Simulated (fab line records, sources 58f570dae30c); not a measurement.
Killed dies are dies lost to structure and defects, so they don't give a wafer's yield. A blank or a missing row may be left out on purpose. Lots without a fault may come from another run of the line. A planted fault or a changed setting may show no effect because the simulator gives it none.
fab line records | flow berkeley_cmos170
record lots=5 wafers=23
route steps=331 shown ZERO@7 PWELL@39 ACTIVE@62 NLDD@161 PSD@183 NSD@195 SDANNEAL@205
start_h: hours from the record's first day to the start of the lot's first wafer shown | wait_h: hours since the lot's step before | " the same as in the row above | L1.1+2: a row that stands for several wafers | - no value, or no start given | * or withheld: withheld | < > ~ a bound
route shown NAME@n: a module of which the file shows steps, and the number in the route of the first | usual: mean/standard deviation of fault-free wafers | same: alike in all rows | chamber/n: place in a boat | sites: the reading at each site | _std_site: their standard deviation | _edge_site: outer sites' mean less inner sites' | radius_mm: how far each site lies from the wafer's centre | mask NAME#n: copy n | behind: the tool/chamber that last shaped the wafer | hold: why the lot was held/for how many hours/how that ended | device: the transistor (n, p or np) that didn't switch | end of line: the same wafers' tests at the end of the route | a step without rows: its recipe alone | killed: dies lost to structure and defects at the first sort, not the wafer's yield | map: a wafer's dies, x killed, . not, _ none there
set.NAME: the setting as run; set.NAME@STEP: as run at that earlier step | model.NAME: the simulator's own value behind a step, which no gauge read
lots whose settings were changed on purpose; a table a step, a row a wafer
## steps
# step UCB170_ZERO_COAT_01
# recipe resist=KrF spin_rpm=1500 resist_thk_nm=900
# columns lot.wafer tool chamber start_h wait_h set.resist_thk_nm model.KrF_of_ZERO_COAT_01.thk_nm
L074.1 litho_track-03 0 22.02 0.1 900 900.2
L074.2 " 0 " " 900 900.6
L074.4 " 0 " " 900 901.5
L074.5 " 0 " " 900 899.5
L074.6 " 0 " " 900 898.8
L077.2 litho_track-04 0 37.54 0.1 867.5 869.9
L077.3 " 0 " " 900 902.9
L077.4 " 0 " " 900 901.7
L077.5 " 0 " " 900 903.8
L077.6 " 0 " " 867.5 867.7
L080.1 litho_track-01 0 51.49 0.1 862.9 861.5
L080.2 " 0 " " 900 900.1
L080.3 " 0 " " 862.9 863.4
L080.5 " 0 " " 900 902.3
L080.6 " 0 " " 862.9 865
L081.1+4 litho_track-01 0 56.60 0.1 939.9 940.6
L081.2 " 0 " " 900 899.4
L081.5 " 0 " " 939.9 936.7
L081.6 " 0 " " 900 899.3
L082.2 litho_track-03 0 64.85 0.1 900 903.2
L082.4 " 0 " " 900 901.6
L082.5 " 0 " " 900 903.3
# step UCB170_ZERO_SOFTBAKE_02
# recipe resist=KrF temp_c=130 time_s=60
# step UCB170_ZERO_EXPOSE_03
# recipe mask_id=PM_MARKS na=0.5 sigma_outer=0.6 source_shape=conventional target_cd_nm=4000 dose_mj=30
# step UCB170_ZERO_DEVELOP_05
# recipe developer=TMAH develop_time_s=45 resist=KrF dev_temp_c=21
# step UCB170_ZERO_ETCH_06
# recipe chemistry=CHF3/CF4/Ar target=SiO2 time_s=12 pressure_mtorr=100 rf_w=500 CHF3_flow_sccm=50 cf4_flow_sccm=10 Ar_flow_sccm=120 over_etch_frac=1.58
# step UCB170_ZERO_STRIP_07
# recipe chemistry=O2 power_w=400 pressure_mtorr=3500 platen_temp_c=withheld o2_flow_sccm=400 overash_fraction=0.5
# usual strip_time_to_endpoint_s=21.51/0.048
# columns lot.wafer tool chamber start_h wait_h set.resist_thk_nm@ZERO_COAT_01 strip_time_to_endpoint_s
L074.1 plasma_asher-02 0 23.32 0.0 900 21.48
L074.2 " 1 " " 900 21.49
L074.4 " 0 " " 900 21.53
L074.5 " 1 " " 900 21.46
L074.6 " 0 " " 900 21.46
L077.2 plasma_asher-01 1 38.23 0.0 867.5 20.76
L077.3 " 0 " " 900 21.54
L077.4 " 1 " " 900 21.53
L077.5 " 0 " " 900 21.58
L077.6 " 1 " " 867.5 20.68
L080.1 plasma_asher-01 0 52.54 0.0 862.9 20.54
L080.2 " 1 " " 900 21.48
L080.3 " 0 " " 862.9 20.61
L080.5 " 1 " " 900 21.54
L080.6 " 0 " " 862.9 20.63
L081.1 plasma_asher-04 0 57.47 0.0 939.9 22.45
L081.2 " 1 " " 900 21.44
L081.4 " 0 " " 939.9 22.45
L081.5 " 1 " " 939.9 22.36
L081.6 " 0 " " 900 21.46
L082.2 plasma_asher-01 0 66.50 0.0 900 21.56
L082.4 " 1 " " 900 21.53
L082.5 " 1 " " 900 21.55
# step UCB170_PWELL_CVD_05
# recipe material=Si3N4 target_thk_nm=220 temp_c=800 precursor=SiH2Cl2/NH3 time_s=3300 pressure_mtorr=200 sih2cl2_flow_sccm=25 nh3_flow_sccm=75
# columns lot.wafer tool chamber start_h wait_h set.pressure_mtorr model.Si3N4_of_PWELL_CVD_05.thk_nm
L074.1 - - - 0.0 200 218.1
L074.2 " - " " 200 217.8
L074.4 " - " " 200 220.3
L074.5 " - " " 200 219.8
L074.6 " - " " 200 219.1
L077.2 - - - 1.0 185.6 214.8
L077.3 " - " " 185.6 212.6
L077.4 " - " " 185.6 215.3
L077.5 " - " " 185.6 217.3
L077.6 " - " " 185.6 213.9
L080.1 - - - 0.0 173.8 209.1
L080.2 " - " " 173.8 210.1
L080.3 " - " " 173.8 210.2
L080.5 " - " " 173.8 209.8
L080.6 " - " " 173.8 210.3
L081.1 - - - 0.0 181.9 213.7
L081.2 " - " " 181.9 213.9
L081.4+5 " - " " 181.9 214.5
L081.6 " - " " 181.9 214.2
L082.2 lpcvd-02 1 98.62 0.0 200 219.7
L082.4 " 1 " " 200 219
L082.5 " 1 " " 200 218.6
# step UCB170_PWELL_THK_MEAS_06
# recipe reads=Si3N4_of_PWELL_CVD_05
# usual PWELL_NITRIDE_THK=219.3/1.2
# columns lot.wafer tool chamber start_h wait_h set.pressure_mtorr@PWELL_CVD_05 PWELL_NITRIDE_THK[nm]
L074.1 film_metro-02 - - - 200 217.9
L074.2 " - " " 200 217.8
L074.4 " - " " 200 220.2
L074.5 " - " " 200 219.9
L074.6 " - " " 200 219.2
L077.2 film_metro-02 - - - 185.6 214.7
L077.3 " - " " 185.6 212.5
L077.4 " - " " 185.6 215.3
L077.5 " - " " 185.6 217.1
L077.6 " - " " 185.6 213.8
L080.1 film_metro-04 - - - 173.8 209.0
L080.2 " - " " 173.8 210.0
L080.3 " - " " 173.8 210.2
L080.5 " - " " 173.8 209.8
L080.6 " - " " 173.8 210.4
L081.1 film_metro-01 - - - 181.9 213.9
L081.2 " - " " 181.9 213.9
L081.4 " - " " 181.9 214.6
L081.5 " - " " 181.9 214.6
L081.6 " - " " 181.9 214.3
L082.2 film_metro-04 - 100.55 0.0 200 219.7
L082.4 " - " " 200 219.2
L082.5 " - " " 200 218.5
# step UCB170_PWELL_DEVELOP_12
# recipe developer=TMAH develop_time_s=45 resist=KrF dev_temp_c=21
# columns lot.wafer tool chamber start_h wait_h set.dev_temp_c
L074.1+2 litho_track-04 0 - - 22.16
L074.4+5+6 " 0 " " 21
L077.2+3+5 litho_track-04 0 - - 21
L077.4+6 " 0 " " 19.95
L080.1+2+3+5+6 litho_track-04 0 - - 21
L081.1+4+6 litho_track-02 0 - - 21
L081.2+5 " 0 " " 18.81
L082.2+4+5 litho_track-03 0 - - 21
# step UCB170_PWELL_ETCH_14
# recipe chemistry=CH3F/Ar/O2 target=Si3N4 stop_on=SiO2 CH3F_flow_sccm=20 Ar_flow_sccm=50 O2_flow_sccm=7 pressure_mtorr=50 rf_w=450 target_depth_a=2420 over_etch_frac=0.1 time_s=151
# columns lot.wafer tool chamber start_h wait_h set.pressure_mtorr@PWELL_CVD_05 model.etch.depth_nm
L074.1+2+6 rie_diel-03 0,2,1 57.70 0.0 200 -
L074.4 " 3 " " 200 220.3
L074.5 " 0 " " 200 219.8
L077.2+3+4+5+6 rie_diel-02 2,0,3,1,0 71.18 0.0 185.6 -
L080.1+2+5 rie_diel-02 2,0,2 90.36 0.0 173.8 -
L080.3 " 3 " " 173.8 210.2
L080.6 " 3 " " 173.8 210.3
L081.1+2+4 rie_diel-04 1,0,2 90.60 0.0 181.9 -
L081.5 " 2 " " 181.9 214.5
L081.6 " 1 " " 181.9 214.2
L082.2 rie_diel-02 3 101.83 0.0 200 219.7
L082.4 " 1 " " 200 219
L082.5 " 1 " " 200 218.6
# step UCB170_ACTIVE_OXIDATION_02
# recipe temp_c=1000 ambient=O2 target_thk_a=264 ox_time_s=1260
# columns lot.wafer tool chamber start_h wait_h set.temp_c model.SiO2_of_ACTIVE_OXIDATION_02.thk_nm
L074.1 - - - 5.9 1010 29.07
L074.2 " - " " 1010 28.63
L074.4 " - " " 1010 29.42
L074.5 " - " " 1010 29.21
L074.6 " - " " 1010 28.98
L077.2 - - - 5.7 1000 26.49
L077.3 " - " " 1000 26.59
L077.4 " - " " 1000 26.88
L077.5 " - " " 1000 26.4
L077.6 " - " " 1000 26.42
L080.1 - - - 5.2 987.2 23.1
L080.2 " - " " 987.2 23.06
L080.3 " - " " 987.2 22.56
L080.5 " - " " 987.2 23.02
L080.6 " - " " 987.2 22.65
L081.1 - - - 5.2 1000 25.72
L081.2 " - " " 1000 26.06
L081.4 " - " " 1000 25.59
L081.5 " - " " 1000 26.08
L081.6 " - " " 1000 25.78
L082.2 furnace-01 0 126.83 6.4 1000 26.14
L082.4 " 0 " " 1000 26.11
L082.5 " 0 " " 1000 26.07
# step UCB170_ACTIVE_THK_MEAS_03
# recipe reads=SiO2_of_ACTIVE_OXIDATION_02
# usual ACTIVE_OXIDE_THK=26.1/0.55
# columns lot.wafer tool chamber start_h wait_h set.temp_c@ACTIVE_OXIDATION_02 ACTIVE_OXIDE_THK[nm]
L074.1 film_metro-02 - - - 1010 29.0
L074.2 " - " " 1010 28.6
L074.4 " - " " 1010 29.4
L074.5 " - " " 1010 29.2
L074.6 " - " " 1010 29.0
L077.2 film_metro-01 - - - 1000 26.5
L077.3 " - " " 1000 26.6
L077.4 " - " " 1000 26.9
L077.5 " - " " 1000 26.4
L077.6 " - " " 1000 26.4
L080.1 film_metro-03 - - - 987.2 23.1
L080.2 " - " " 987.2 23.1
L080.3 " - " " 987.2 22.7
L080.5 " - " " 987.2 23.0
L080.6 " - " " 987.2 22.6
L081.1 film_metro-02 - - - 1000 25.7
L081.2 " - " " 1000 26.0
L081.4 " - " " 1000 25.6
L081.5 " - " " 1000 26.1
L081.6 " - " " 1000 25.8
L082.2 film_metro-02 - 128.19 0.0 1000 26.1
L082.4 " - " " 1000 26.1
L082.5 " - " " 1000 26.1
# step UCB170_ACTIVE_COAT_08
# recipe resist=KrF spin_rpm=1500 resist_thk_nm=900
# columns lot.wafer tool chamber start_h wait_h set.resist_thk_nm model.KrF_of_ACTIVE_COAT_08.thk_nm
L074.1 litho_track-01 0 97.92 0.1 900 906.2
L074.2 " 0 " " 874.7 882.2
L074.4 " 0 " " 874.7 880.3
L074.5 " 0 " " 874.7 878.9
L074.6 " 0 " " 900 904.7
L077.2 litho_track-04 0 105.18 0.1 900 905.6
L077.3 " 0 " " 900 907.3
L077.4 " 0 " " 900 906.1
L077.5 " 0 " " 900 903.9
L077.6 " 0 " " 900 905.5
L081.1 litho_track-02 0 122.12 0.1 900 899.3
L081.2 " 0 " " 858.8 859.2
L081.4 " 0 " " 900 900.7
L081.5 " 0 " " 900 901.6
L081.6 " 0 " " 858.8 860.8
L080.1 litho_track-04 0 122.24 0.1 900 899.9
L080.2 " 0 " " 900 899.6
L080.3 " 0 " " 900 901.1
L080.5 " 0 " " 900 902.2
L080.6 " 0 " " 900 900
L082.2 litho_track-01 0 137.72 0.1 900 899.3
L082.4 " 0 " " 900 898.4
L082.5 " 0 " " 900 898.2
# step UCB170_ACTIVE_SOFTBAKE_09
# recipe resist=KrF temp_c=130 time_s=60
# step UCB170_ACTIVE_EXPOSE_10
# recipe mask_id=ACTIVE target_cd_nm=1200 na=0.5 sigma_outer=0.6 source_shape=conventional dose_mj=20
# step UCB170_ACTIVE_ETCH_15
# recipe chemistry=CH3F/Ar/O2 target=Si3N4 stop_on=SiO2 CH3F_flow_sccm=20 Ar_flow_sccm=50 O2_flow_sccm=7 pressure_mtorr=50 rf_w=450 target_depth_a=2420 over_etch_frac=0.1 time_s=151
# columns lot.wafer tool chamber start_h wait_h set.resist_thk_nm@ACTIVE_COAT_08 model.KrF_of_ACTIVE_COAT_08.thk_nm
L074.1 rie_diel-03 0 99.19 0.0 900 731.8
L074.2 " 3 " " 874.7 702.5
L074.4 " 2 " " 874.7 701.3
L074.5 " 3 " " 874.7 699.7
L074.6 " 0 " " 900 728.6
L077.2 rie_diel-03 1 106.33 0.0 900 730.4
L077.3 " 2 " " 900 730
L077.4 " 0 " " 900 731.7
L077.5 " 3 " " 900 724.4
L077.6 " 0 " " 900 731.1
L081.1 rie_diel-03 3 123.10 0.0 900 719.7
L081.2 " 1 " " 858.8 683.1
L081.4 " 0 " " 900 725.7
L081.5 " 1 " " 900 726.8
L081.6 " 0 " " 858.8 686.7
L080.1 rie_diel-04 0 123.34 0.0 900 723.2
L080.2 " 3 " " 900 721.2
L080.3 " 2 " " 900 724.4
L080.5 " 3 " " 900 724.9
L080.6 " 0 " " 900 723.3
L082.2 rie_diel-04 3 138.93 0.0 900 722.2
L082.4 " 0 " " 900 722.8
L082.5 " 2 " " 900 721.9
# step UCB170_ACTIVE_STRIP_16
# recipe chemistry=O2 power_w=400 pressure_mtorr=3500 platen_temp_c=withheld o2_flow_sccm=400 overash_fraction=0.5
# usual strip_time_to_endpoint_s=18.08/0.086
# columns lot.wafer tool chamber start_h wait_h set.resist_thk_nm@ACTIVE_COAT_08 strip_time_to_endpoint_s
L074.1 plasma_asher-04 0 99.29 0.1 900 18.26
L074.2 " 1 " " 874.7 17.56
L074.4 " 0 " " 874.7 17.53
L074.5 " 1 " " 874.7 17.49
L074.6 " 0 " " 900 18.19
L077.2 plasma_asher-04 0 106.43 0.1 900 18.22
L077.3 " 1 " " 900 18.22
L077.4 " 0 " " 900 18.27
L077.5 " 0 " " 900 18.08
L077.6 " 1 " " 900 18.26
L081.1 plasma_asher-03 0 123.20 0.1 900 17.97
L081.2 " 1 " " 858.8 17.09
L081.4 " 0 " " 900 18.12
L081.5 " 0 " " 900 18.13
L081.6 " 1 " " 858.8 17.18
L080.1 plasma_asher-01 0 123.44 0.1 900 18.05
L080.2 " 1 " " 900 18.01
L080.3 " 1 " " 900 18.07
L080.5 " 1 " " 900 18.10
L080.6 " 0 " " 900 18.04
L082.2 plasma_asher-01 1 139.03 0.1 900 18.03
L082.4 " 1 " " 900 18.05
L082.5 " 0 " " 900 18.03
# step UCB170_NLDD_EXPOSE_03
# recipe mask_id=NSELECT na=0.5 sigma_outer=0.6 source_shape=conventional target_cd_nm=1200 dose_mj=30
# columns lot.wafer tool chamber start_h wait_h mask set.dose_mj
L074.1+2+4+5+6 krf_scanner-02 0 167.40 0.2 NSELECT#0 30
L077.2+3+4+5+6 krf_scanner-02 0 177.42 0.1 NSELECT#0 30
L081.1+4 krf_scanner-01 0 198.55 0.1 NSELECT#0 30
L081.2+5+6 " 0 " " NSELECT#0 28.86
L080.1+2+6 krf_scanner-02 0 199.13 0.2 NSELECT#0 30
L080.3+5 " 0 " " NSELECT#0 32.11
L082.2+4+5 krf_scanner-01 0 212.16 0.2 NSELECT#0 30
# step UCB170_NLDD_PEB_04
# recipe peb_temp_c=130 peb_time_s=withheld resist=KrF
# step UCB170_NLDD_DEVELOP_05
# recipe developer=TMAH develop_time_s=45 resist=KrF dev_temp_c=21
# step UCB170_NLDD_CD_MEAS_06
# recipe target_cd_nm=1200
# usual cd_nm=1200.0/1.2
# columns lot.wafer tool chamber start_h wait_h set.dose_mj@NLDD_EXPOSE_03 cd_nm
L074.1 cd_sem-01 - 167.79 - 30 1200.7
L074.2 " - " " 30 1200.7
L074.4 " - " " 30 1201.6
L074.5 " - " " 30 1200.9
L074.6 " - " " 30 1201.2
L077.2 cd_sem-01 - 178.02 - 30 1200.4
L077.3 " - " " 30 1199.2
L077.4 " - " " 30 1199.6
L077.5 " - " " 30 1198.1
L077.6 " - " " 30 1199.5
L081.1 cd_sem-01 - 199.38 - 30 1199.3
L081.2 " - " " 28.86 1190.9
L081.4 " - " " 30 1199.7
L081.5 " - " " 28.86 1191.8
L081.6 " - " " 28.86 1193.7
L080.1 cd_sem-01 - 199.83 - 30 1198.6
L080.2 " - " " 30 1200.6
L080.3 " - " " 32.11 1211.7
L080.5 " - " " 32.11 1211.8
L080.6 " - " " 30 1198.0
L082.2 cd_sem-02 - 212.86 - 30 1200.8
L082.4 " - " " 30 1201.0
L082.5 " - " " 30 1199.5
# step UCB170_PSD_IMPLANT_08
# recipe species=B dose_cm2=3e+15 energy_kev=20 tilt_deg=7
# columns lot.wafer tool chamber start_h wait_h set.energy_kev model.implant.rp_nm model.implant.drp_nm
L074.1+4+5 implanter-02 0 176.18 0.0 20 66.12 28.34
L074.2+6 " 0 " " 18.99 62.81 27.32
L077.2+3+4+5+6 implanter-04 0 187.30 0.0 20 66.97 28.34
L081.1+2+5 implanter-02 0 206.43 0.0 20 65.5 28.34
L081.4+6 " 0 " " 21.01 68.77 29.47
L080.1+3+5 implanter-03 0 207.00 0.0 20 63.14 28.34
L080.2+6 " 0 " " 19.23 60.73 27.57
L082.2+4+5 implanter-02 0 219.79 0.0 20 64.04 28.34
# step UCB170_PSD_STRIP_09
# recipe chemistry=O2 power_w=400 pressure_mtorr=3500 platen_temp_c=withheld o2_flow_sccm=400 overash_fraction=0.5
# usual strip_time_to_endpoint_s=29.40/0.087
# columns lot.wafer tool chamber start_h wait_h set.energy_kev@PSD_IMPLANT_08 strip_time_to_endpoint_s
L074.1 plasma_asher-01 1 176.33 0.1 20 29.45
L074.2 " 0 " " 18.99 28.95
L074.4 " 0 " " 20 29.42
L074.5 " 1 " " 20 29.43
L074.6 " 0 " " 18.99 28.94
L077.2 plasma_asher-03 1 187.43 0.1 20 29.35
L077.3 " 1 " " 20 29.44
L077.4 " 0 " " 20 29.42
L077.5 " 1 " " 20 29.49
L077.6 " 0 " " 20 29.47
L081.1 plasma_asher-01 0 206.58 0.1 20 29.51
L081.2 " 1 " " 20 29.48
L081.4 " 1 " " 21.01 29.86
L081.5 " 0 " " 20 29.49
L081.6 " 1 " " 21.01 29.95
L080.1 plasma_asher-02 1 207.15 0.1 20 29.41
L080.2 " 0 " " 19.23 29.00
L080.3 " 0 " " 20 29.34
L080.5 " 0 " " 20 29.35
L080.6 " 1 " " 19.23 29.05
L082.2 plasma_asher-03 0 219.92 0.1 20 29.49
L082.4 " 0 " " 20 29.45
L082.5 " 1 " " 20 29.49
# step UCB170_NSD_IMPLANT_08
# recipe species=P dose_cm2=3e+15 energy_kev=40 tilt_deg=7
# columns lot.wafer tool chamber start_h wait_h set.dose_cm2
L074.1+2+4+5+6 implanter-04 0 177.86 0.0 3e+15
L077.2+6 implanter-01 0 189.03 0.0 2.908e+15
L077.3+4+5 " 0 " " 3e+15
L081.1+4+5 implanter-04 0 208.11 0.0 2.936e+15
L081.2+6 " 0 " " 3e+15
L080.1+2+3 implanter-03 0 208.61 0.0 3e+15
L080.5+6 " 0 " " 2.803e+15
L082.2+4+5 implanter-04 0 222.11 0.0 3e+15
# step UCB170_NSD_STRIP_09
# recipe chemistry=O2 power_w=400 pressure_mtorr=3500 platen_temp_c=withheld o2_flow_sccm=400 overash_fraction=0.5
# usual strip_time_to_endpoint_s=35.82/0.071
# columns lot.wafer tool chamber start_h wait_h set.dose_cm2@NSD_IMPLANT_08 strip_time_to_endpoint_s
L074.1 plasma_asher-03 1 178.01 0.1 3e+15 35.85
L074.2 " 0 " " 3e+15 35.80
L074.4 " 1 " " 3e+15 35.74
L074.5 " 1 " " 3e+15 35.74
L074.6 " 0 " " 3e+15 35.76
L077.2 plasma_asher-04 0 189.15 0.1 2.908e+15 35.58
L077.3 " 0 " " 3e+15 35.92
L077.4 " 1 " " 3e+15 35.86
L077.5 " 0 " " 3e+15 35.78
L077.6 " 1 " " 2.908e+15 35.49
L081.1 plasma_asher-01 0 208.26 0.1 2.936e+15 35.62
L081.2 " 1 " " 3e+15 35.75
L081.4 " 0 " " 2.936e+15 35.65
L081.5 " 1 " " 2.936e+15 35.67
L081.6 " 0 " " 3e+15 35.79
L080.1 plasma_asher-01 1 208.76 0.1 3e+15 35.63
L080.2 " 0 " " 3e+15 35.75
L080.3 " 0 " " 3e+15 35.62
L080.5 " 0 " " 2.803e+15 35.04
L080.6 " 1 " " 2.803e+15 35.05
L082.2 plasma_asher-01 1 222.23 0.1 3e+15 35.94
L082.4 " 0 " " 3e+15 35.90
L082.5 " 0 " " 3e+15 35.96
# step UCB170_NSD_CLEAN_11
# recipe chemistry=SPM temp_c=120 time_s=600
# step UCB170_SDANNEAL_RTA_01
# recipe temp_c=1050 time_s=5 ambient=N2
# step UCB170_SDANNEAL_RS_MEAS_03
# recipe thk_meas_gauge=four-point-probe
# usual NSD_RS=37.25/0.078
# columns lot.wafer tool chamber start_h wait_h set.dose_cm2@NSD_IMPLANT_08 NSD_RS[ohm/sq]
L074.1 film_metro-03 - 179.59 0.1 3e+15 37.26
L074.2 " - " " 3e+15 37.26
L074.4 " - " " 3e+15 37.21
L074.5 " - " " 3e+15 37.34
L074.6 " - " " 3e+15 37.24
L077.2 film_metro-02 - 191.12 0.1 2.908e+15 37.84
L077.3 " - " " 3e+15 37.15
L077.4 " - " " 3e+15 37.20
L077.5 " - " " 3e+15 37.25
L077.6 " - " " 2.908e+15 37.72
L081.1 film_metro-03 - 210.18 0.1 2.936e+15 37.59
L081.2 " - " " 3e+15 37.22
L081.4 " - " " 2.936e+15 37.61
L081.5 " - " " 2.936e+15 37.49
L081.6 " - " " 3e+15 37.17
L080.1 film_metro-01 - 210.89 0.1 3e+15 37.25
L080.2 " - " " 3e+15 37.35
L080.3 " - " " 3e+15 37.35
L080.5 " - " " 2.803e+15 38.54
L080.6 " - " " 2.803e+15 38.54
L082.2 film_metro-01 - 223.69 0.1 3e+15 37.35
L082.4 " - " " 3e+15 37.29
L082.5 " - " " 3e+15 37.32
## key
split step=UCB170_ZERO_COAT_01 setting=resist_thk_nm stated=900 by=wafer
response step=UCB170_ZERO_COAT_01 reading=model.KrF_of_ZERO_COAT_01.thk_nm change=+9.19 per=1% r=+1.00
response step=UCB170_ZERO_STRIP_07 reading=strip_time_to_endpoint_s change=* per=1% r=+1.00
split step=UCB170_PWELL_CVD_05 setting=pressure_mtorr stated=200 by=lot
response step=UCB170_PWELL_CVD_05 reading=model.Si3N4_of_PWELL_CVD_05.thk_nm change=+0.661 per=1% r=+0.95
response step=UCB170_PWELL_THK_MEAS_06 reading=PWELL_NITRIDE_THK change=+0.66 per=1% r=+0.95
response step=UCB170_PWELL_ETCH_14 reading=model.etch.depth_nm change=+0.668 per=1% r=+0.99
split step=UCB170_PWELL_DEVELOP_12 setting=dev_temp_c stated=21 by=wafer
response none clear
split step=UCB170_ACTIVE_OXIDATION_02 setting=temp_c stated=1000 by=lot
response step=UCB170_ACTIVE_OXIDATION_02 reading=model.SiO2_of_ACTIVE_OXIDATION_02.thk_nm change=+2.7 per=1% r=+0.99
response step=UCB170_ACTIVE_THK_MEAS_03 reading=ACTIVE_OXIDE_THK change=+2.69 per=1% r=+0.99
split step=UCB170_ACTIVE_COAT_08 setting=resist_thk_nm stated=900 by=wafer
response step=UCB170_ACTIVE_COAT_08 reading=model.KrF_of_ACTIVE_COAT_08.thk_nm change=+8.86 per=1% r=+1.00
response step=UCB170_ACTIVE_ETCH_15 reading=model.KrF_of_ACTIVE_COAT_08.thk_nm change=+9.05 per=1% r=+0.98
response step=UCB170_ACTIVE_STRIP_16 reading=strip_time_to_endpoint_s change=* per=1% r=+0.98
split step=UCB170_NLDD_EXPOSE_03 setting=dose_mj stated=30 by=wafer
response step=UCB170_NLDD_CD_MEAS_06 reading=cd_nm change=+1.83 per=1% r=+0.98
split step=UCB170_PSD_IMPLANT_08 setting=energy_kev stated=20 by=wafer
response step=UCB170_PSD_IMPLANT_08 reading=model.implant.rp_nm change=+0.645 per=1% r=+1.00
response step=UCB170_PSD_IMPLANT_08 reading=model.implant.drp_nm change=+0.21 per=1% r=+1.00
response step=UCB170_PSD_STRIP_09 reading=strip_time_to_endpoint_s change=* per=1% r=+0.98
split step=UCB170_NSD_IMPLANT_08 setting=dose_cm2 stated=3e+15 by=wafer
response step=UCB170_NSD_STRIP_09 reading=strip_time_to_endpoint_s change=* per=1% r=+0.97
response step=UCB170_SDANNEAL_RS_MEAS_03 reading=NSD_RS change=-0.185 per=1% r=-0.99
